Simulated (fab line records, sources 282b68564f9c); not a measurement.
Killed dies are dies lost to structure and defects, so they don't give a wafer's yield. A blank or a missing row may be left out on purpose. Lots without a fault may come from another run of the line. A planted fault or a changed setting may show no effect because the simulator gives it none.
Problem report in the 8D (eight disciplines) form, filled by code | flow rit_cmos | the parts of the form that need people (team, actions taken, sign-off) are left out

1. THE PROBLEM
beam_energy_keV at RIT_NRETRO_IMPLANT_08 reads a mean of 78.085 on 6 wafers of 2 lots; wafers without a fault read 70.005 with a standard deviation of 0.021. That is +99 or more standard deviations from the usual mean.
First seen on wafer L553.1, day 4 23:19, on implanter-02. The record holds 18 wafers of 6 lots with a number at this step. Rule for "out", or "out of limits": more than 4 standard deviations from the usual mean. The other wafers with a number count as sound.

2. WHAT IT IS AND WHAT IT IS NOT
question                    | is                     | is not
which readings at this step | beam_energy_keV        | -
which lots                  | L553, L556             | L551, L557, L559, L563
which wafers of those lots  | all that have a number | -
read on which tools         | implanter-02           | implanter-03, implanter-04
when                        | from day 4 23:19       | up to then (3 sound wafers); but 9 sound wafers of L557, L559, L563 came after

3. SUSPECTS, AND WHAT RULES EACH OUT
Counting: a tool at a process step up to the reading stays a suspect if it ran every lot that is out and no sound lot after the first of them.
- implanter-02 at RIT_NRETRO_IMPLANT_08: kept. It ran every lot that is out, first L553 (day 4 23:19), and no sound lot after that; its last sound lot up to then is L551 (day 4 17:52). Its own readings are out on those wafers: beam_energy_keV.
Left after counting: implanter-02 at RIT_NRETRO_IMPLANT_08.

4. THE CAUSE (what the simulator had put in)
Process parameter drift: implanter-02, from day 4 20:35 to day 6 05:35, at RIT_NRETRO_IMPLANT_08. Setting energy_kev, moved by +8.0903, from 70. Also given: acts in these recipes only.
Counting left only this tool.

5. THE CHAIN OF EFFECTS, in route order
Each row: a reading whose mean over the struck wafers that have a number lies more than 3 standard deviations from the usual. Only readings for which the record gives a usual standard deviation are gone through. hours: the time from each lot's start at the first step in this table that gives one to its start at this step, as a median over the lots. sigmas: the change in usual standard deviations.
hours | step                  | reading         | usual  | on struck wafers | change | sigmas
0     | RIT_NRETRO_IMPLANT_08 | beam_energy_keV | 70.005 | 78.085           | +8.081 | +99 or more
The process steps in it:
- RIT_NRETRO_IMPLANT_08
Later measuring or inspecting steps at which every struck wafer that the step has a row for has a number for every such reading, and none has moved that far: RIT_NRETRO_TW_MEAS_10, RIT_PRETRO_OVL_MEAS_06, RIT_PRETRO_TW_MEAS_10, RIT_FOX2_THK_MEAS_91, RIT_GATE_THK_MEAS_07, RIT_GATE_THK_MEAS_09.

6. WHAT WOULD HAVE CAUGHT IT SOONER
In this record the first reading out of limits was taken at day 4 23:19, 3 hours after the fault began at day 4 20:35.
